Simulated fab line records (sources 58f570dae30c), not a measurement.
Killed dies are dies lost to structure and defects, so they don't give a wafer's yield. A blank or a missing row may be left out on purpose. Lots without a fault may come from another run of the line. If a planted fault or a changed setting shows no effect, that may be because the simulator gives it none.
fab line records :: flow berkeley_cmos170
record
  lots=14
  wafers=42
  last_day=13
route steps=331 shown M2@284
lots with no fault: from the same line, run without faults
start_h: start of the lot's first displayed wafer, in hours after the record's first day :: wait_h: how many hours have passed since the lot's step before this one :: " the same as in the row above :: L1.1+2: a row that stands for several wafers :: - no value present, or no start provided :: * or withheld: withheld :: < > ~ a bound
route shown NAME@n: a module of which the file shows steps, and the number in the route of the first :: usual: average and standard deviation across the fault-free wafers :: same: alike in all rows :: chamber/n: place in a boat :: sites: readings site by site :: _std_site: standard deviation of those values :: _edge_site: mean of outer sites minus mean of inner sites :: radius_mm: how far each site lies from the wafer's centre :: mask NAME#n: copy n :: behind: the most recent tool/chamber to have shaped the wafer :: hold: why the lot went on hold/how many hours it stayed there/how the hold came to an end :: device: whichever transistor did not switch (one of n, p or np) :: end of line: at the end of the route, the tests of the same wafers :: for a step that has no rows: nothing shown but its recipe :: killed: not the wafer's yield, but the dies lost to structure and defects at the first sort :: map: a wafer's dies, x killed, . not, _ none there
set.NAME: the setting that was run; set.NAME@STEP: the one run at that earlier step :: model.NAME: the simulator's own value behind a step, which no gauge read
one table for each step of the route and one row for each wafer, over a sample of lots
## steps
# step UCB170_M2_PEB_13
# recipe
  peb_temp_c=130
  peb_time_s=withheld
  resist=KrF
lot.wafer: L894.1+2+4
tool: litho_track-04
chamber: 0
start_h: 186.35
wait_h: 0.1

lot.wafer: L895.1+3+5
tool: litho_track-01
chamber: 0
start_h: 189.01
wait_h: 0.1

lot.wafer: L896.3+4+6
tool: litho_track-04
chamber: 0
start_h: 192.35
wait_h: 0.1

lot.wafer: L899.1+4+6
tool: litho_track-04
chamber: 0
start_h: 212.10
wait_h: 0.1

lot.wafer: L901.1+4+6
tool: litho_track-02
chamber: 0
start_h: 218.42
wait_h: 0.5

lot.wafer: L898.2+5+6
tool: litho_track-04
chamber: 0
start_h: 221.70
wait_h: 0.4

lot.wafer: L900.4+5+6
tool: litho_track-01
chamber: 0
start_h: 222.43
wait_h: 0.6

lot.wafer: L902.1+2+3
tool: litho_track-04
chamber: 0
start_h: 236.23
wait_h: 0.7

lot.wafer: L913.1+2+3
tool: litho_track-02
chamber: 0
start_h: 287.72
wait_h: 0.1

lot.wafer: L910.1+4+6
tool: litho_track-01
chamber: 0
start_h: 290.34
wait_h: 0.1

lot.wafer: L911.1+3+4
tool: litho_track-01
chamber: 0
start_h: 293
wait_h: -

lot.wafer: L912.1+3+5
tool: litho_track-04
chamber: 0
start_h: 294.00
wait_h: 1.0

lot.wafer: L914.1+4+5
tool: litho_track-02
chamber: 0
start_h: 294.45
wait_h: 0.8

lot.wafer: L917.1+3+5
tool: litho_track-04
chamber: 0
start_h: 303.22
wait_h: 0.3
# step UCB170_M2_CD_MEAS_15
# recipe
  target_cd_nm=700
# usual
  cd_nm=699.9/1.6
lot.wafer: L894.1
tool: cd_sem-02
chamber: -
start_h: 186.63
wait_h: -
cd_nm: 698.5

lot.wafer: L894.2
tool: cd_sem-02
chamber: -
start_h: 186.63
wait_h: -
cd_nm: 698.1

lot.wafer: L894.4
tool: cd_sem-02
chamber: -
start_h: 186.63
wait_h: -
cd_nm: 697.4

lot.wafer: L895.1
tool: cd_sem-02
chamber: -
start_h: 189.28
wait_h: -
cd_nm: 700.3

lot.wafer: L895.3
tool: cd_sem-02
chamber: -
start_h: 189.28
wait_h: -
cd_nm: 699.6

lot.wafer: L895.5
tool: cd_sem-02
chamber: -
start_h: 189.28
wait_h: -
cd_nm: 701.4

lot.wafer: L896.3
tool: cd_sem-02
chamber: -
start_h: 192.83
wait_h: -
cd_nm: 699.0

lot.wafer: L896.4
tool: cd_sem-02
chamber: -
start_h: 192.83
wait_h: -
cd_nm: 699.0

lot.wafer: L896.6
tool: cd_sem-02
chamber: -
start_h: 192.83
wait_h: -
cd_nm: 699.4

lot.wafer: L899.1
tool: cd_sem-01
chamber: -
start_h: 212.37
wait_h: -
cd_nm: 699.4

lot.wafer: L899.4
tool: cd_sem-01
chamber: -
start_h: 212.37
wait_h: -
cd_nm: 699.9

lot.wafer: L899.6
tool: cd_sem-01
chamber: -
start_h: 212.37
wait_h: -
cd_nm: 700.3

lot.wafer: L901.1
tool: cd_sem-02
chamber: -
start_h: 218.69
wait_h: -
cd_nm: 699.9

lot.wafer: L901.4
tool: cd_sem-02
chamber: -
start_h: 218.69
wait_h: -
cd_nm: 699.6

lot.wafer: L901.6
tool: cd_sem-02
chamber: -
start_h: 218.69
wait_h: -
cd_nm: 699.5

lot.wafer: L898.2
tool: cd_sem-01
chamber: -
start_h: 221.97
wait_h: -
cd_nm: 698.8

lot.wafer: L898.5
tool: cd_sem-01
chamber: -
start_h: 221.97
wait_h: -
cd_nm: 697.9

lot.wafer: L898.6
tool: cd_sem-01
chamber: -
start_h: 221.97
wait_h: -
cd_nm: 698.8

lot.wafer: L900.4
tool: cd_sem-01
chamber: -
start_h: 222.69
wait_h: -
cd_nm: 700.4

lot.wafer: L900.5
tool: cd_sem-01
chamber: -
start_h: 222.69
wait_h: -
cd_nm: 699.8

lot.wafer: L900.6
tool: cd_sem-01
chamber: -
start_h: 222.69
wait_h: -
cd_nm: 700.9

lot.wafer: L902.1
tool: cd_sem-02
chamber: -
start_h: 236.50
wait_h: -
cd_nm: 700.0

lot.wafer: L902.2
tool: cd_sem-02
chamber: -
start_h: 236.50
wait_h: -
cd_nm: 700.8

lot.wafer: L902.3
tool: cd_sem-02
chamber: -
start_h: 236.50
wait_h: -
cd_nm: 700.0

lot.wafer: L913.1
tool: cd_sem-01
chamber: -
start_h: 287.99
wait_h: -
cd_nm: 700.8

lot.wafer: L913.2
tool: cd_sem-01
chamber: -
start_h: 287.99
wait_h: -
cd_nm: 700.7

lot.wafer: L913.3
tool: cd_sem-01
chamber: -
start_h: 287.99
wait_h: -
cd_nm: 700.2

lot.wafer: L910.1
tool: cd_sem-02
chamber: -
start_h: 290.62
wait_h: -
cd_nm: 683.3

lot.wafer: L910.4
tool: cd_sem-02
chamber: -
start_h: 290.62
wait_h: -
cd_nm: 684.0

lot.wafer: L910.6
tool: cd_sem-02
chamber: -
start_h: 290.62
wait_h: -
cd_nm: 683.9

lot.wafer: L911.1
tool: cd_sem-01
chamber: -
start_h: 293.87
wait_h: -
cd_nm: 684.4

lot.wafer: L911.3
tool: cd_sem-01
chamber: -
start_h: 293.87
wait_h: -
cd_nm: 684.9

lot.wafer: L911.4
tool: cd_sem-01
chamber: -
start_h: 293.87
wait_h: -
cd_nm: 686.2

lot.wafer: L912.1
tool: cd_sem-01
chamber: -
start_h: 294.28
wait_h: -
cd_nm: 697.6

lot.wafer: L912.3
tool: cd_sem-01
chamber: -
start_h: 294.28
wait_h: -
cd_nm: 696.7

lot.wafer: L912.5
tool: cd_sem-01
chamber: -
start_h: 294.28
wait_h: -
cd_nm: 697.9

lot.wafer: L914.1
tool: cd_sem-02
chamber: -
start_h: 294.73
wait_h: -
cd_nm: 700.6

lot.wafer: L914.4
tool: cd_sem-02
chamber: -
start_h: 294.73
wait_h: -
cd_nm: 701.1

lot.wafer: L914.5
tool: cd_sem-02
chamber: -
start_h: 294.73
wait_h: -
cd_nm: 699.9

lot.wafer: L917.1
tool: cd_sem-01
chamber: -
start_h: 303.50
wait_h: -
cd_nm: 699.7

lot.wafer: L917.3
tool: cd_sem-01
chamber: -
start_h: 303.50
wait_h: -
cd_nm: 700.3

lot.wafer: L917.5
tool: cd_sem-01
chamber: -
start_h: 303.50
wait_h: -
cd_nm: 699.4
## key
first_sign
  step=UCB170_M2_CD_MEAS_15
  reading=cd_nm
  direction=down
  sigmas=9.9
  usual=699.9
  struck=684.4
  through=control_loop
effect none on later readings
met_at UCB170_M2_PEB_13
struck_lots L910,L911
loop_trim
  step=UCB170_M2_EXPOSE_12
  setting=dose
  lots=L911
onset_between 222.43 290.34
fault
  kind=process_parameter_drift
  tool=litho_track-01
  chamber=-
  onset_h=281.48
  steps=UCB170_M2_PEB_13
  channel=peb_time_s
  offset=withheld
  shape=step
  end_h=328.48
  acts_in=*
# loop_trim: a control loop set the setting to another value than it would have without faults
